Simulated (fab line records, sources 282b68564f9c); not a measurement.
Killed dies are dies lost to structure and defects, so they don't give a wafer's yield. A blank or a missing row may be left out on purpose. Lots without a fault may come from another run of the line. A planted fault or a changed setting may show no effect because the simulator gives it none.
Split-lot experiment | flow rit_cmos | 5 lots, 23 wafers read, on a route of 202 steps

THE SPLIT
At RIT_NLDD_IMPLANT_08, the setting dose_cm2 was moved away from the recipe's 5e+14 on 7 of the 23 wafers read, by +2.3% to +6.2%. The other wafers ran this setting at the recipe's value.

FROM THE SPLIT TO THE READING: what the file shows between them, 8 steps
- RIT_PLDD_IMPLANT_08 (also split here: dose_cm2)
- RIT_PSD_IMPLANT_08 (also split here: energy_kev)
- RIT_SDANNEAL_CLEAN_00: cleans in SC1, time 600 s (also split here: temp_c)
- RIT_SDANNEAL_CLEAN_01: cleans in dHF, time 30 s
- RIT_SDANNEAL_CLEAN_02: cleans in SC2, time 600 s
- RIT_SDANNEAL_RTA_03: time 5 s
- RIT_SDANNEAL_RS_MEAS_04: measures by four-point-probe
- RIT_SDANNEAL_RS_MEAS_06: measures by four-point-probe

THE READING
NLDD_RS, in ohm/sq, at RIT_SDANNEAL_RS_MEAS_07 (measures by four-point-probe). Fault-free wafers of this fab line usually give 151.7 ohm/sq, standard deviation 0.46 ohm/sq.

wafer  | tool, chamber at the split | dose_cm2 as run | against the recipe | NLDD_RS, ohm/sq | against lot-mates on the recipe
L076.1 | implanter-03, 0            | 5e+14           | recipe             | 151.5           | -
L076.2 | implanter-03, 0            | 5.127e+14       | +2.5%              | 148.7           | -2.9
L076.4 | implanter-03, 0            | 5.127e+14       | +2.5%              | 148.6           | -3.0
L076.5 | implanter-03, 0            | 5e+14           | recipe             | 151.7           | -
L076.6 | implanter-03, 0            | 5.127e+14       | +2.5%              | 148.3           | -3.3
L079.2 | implanter-04, 0            | 5e+14           | recipe             | 152.4           | -
L079.3 | implanter-04, 0            | 5e+14           | recipe             | 152.0           | -
L079.4 | implanter-04, 0            | 5e+14           | recipe             | 152.6           | -
L079.5 | implanter-04, 0            | 5e+14           | recipe             | 152.7           | -
L079.6 | implanter-04, 0            | 5e+14           | recipe             | 152.3           | -
L080.1 | implanter-03, 0            | 5e+14           | recipe             | 152.3           | -
L080.3 | implanter-03, 0            | 5e+14           | recipe             | 152.6           | -
L080.4 | implanter-03, 0            | 5.113e+14       | +2.3%              | 149.3           | -3.2
L080.5 | implanter-03, 0            | 5e+14           | recipe             | 152.6           | -
L080.6 | implanter-03, 0            | 5.113e+14       | +2.3%              | 149.9           | -2.6
L083.1 | implanter-04, 0            | 5e+14           | recipe             | 151.6           | -
L083.3 | implanter-04, 0            | 5e+14           | recipe             | 151.7           | -
L083.5 | implanter-04, 0            | 5e+14           | recipe             | 151.8           | -
L085.1 | implanter-03, 0            | 5e+14           | recipe             | 151.6           | -
L085.2 | implanter-03, 0            | 5e+14           | recipe             | 151.0           | -
L085.3 | implanter-03, 0            | 5.311e+14       | +6.2%              | 144.4           | -6.8
L085.4 | implanter-03, 0            | 5.311e+14       | +6.2%              | 144.1           | -7.1
L085.5 | implanter-03, 0            | 5e+14           | recipe             | 150.9           | -

THE FIT
A straight line over all 23 wafers: NLDD_RS changes by -1.24 ohm/sq for each +1% of dose_cm2; r = -0.98; the points scatter about the line by 0.53 ohm/sq.
The same after taking each lot's own level away (the mean of its wafers on the recipe; 23 wafers): -1.14 ohm/sq for each +1%; r = -0.99; scatter 0.25 ohm/sq.
On that fit, the largest move of dose_cm2 shifts the reading by 7.1 ohm/sq.
The lots' own levels span 151.17 to 152.50 ohm/sq, that is 2.9 times the standard deviation above.
So the lot-to-lot level changes the slope little: the two slopes agree.
Check: with one of the wafers moved furthest among these (+6.2%) left out of the fit, the line predicts -7.31 ohm/sq for it against its lot-mates. It came out at -6.77 ohm/sq against them.

OTHER SPLITS ON THESE WAFERS
These wafers also went through other splits before the reading. Each is held against what the fit with the lots' levels taken away leaves over:
other split on the same wafers    | wafers away from the commonest value | r with NLDD_RS (lot level and that fit taken away)
RIT_ACTIVE_OXIDATION_01 ox_time_s | 15                                   | -0.20
RIT_FOX2_OXIDATION_00 ox_time_s   | 18                                   | +0.30
RIT_NWELL_IMPLANT_08 energy_kev   | 10                                   | -0.11
RIT_PWELL_IMPLANT_08 dose_cm2     | 7                                    | +0.41
RIT_NRETRO_IMPLANT_08 dose_cm2    | 5                                    | +0.26
RIT_GATE_DEVELOP_15 dev_temp_c    | 4                                    | +0.08
RIT_NLDD_COAT_01 resist_thk_nm    | 8                                    | +0.58
RIT_PLDD_IMPLANT_08 dose_cm2      | 7                                    | +0.03
RIT_PSD_IMPLANT_08 energy_kev     | 10                                   | +0.14
RIT_SDANNEAL_CLEAN_00 temp_c      | 10                                   | -0.10

THE FILE'S OWN FIT
NLDD_RS changes by -1.15 ohm/sq for each +1% of dose_cm2, r = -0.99.
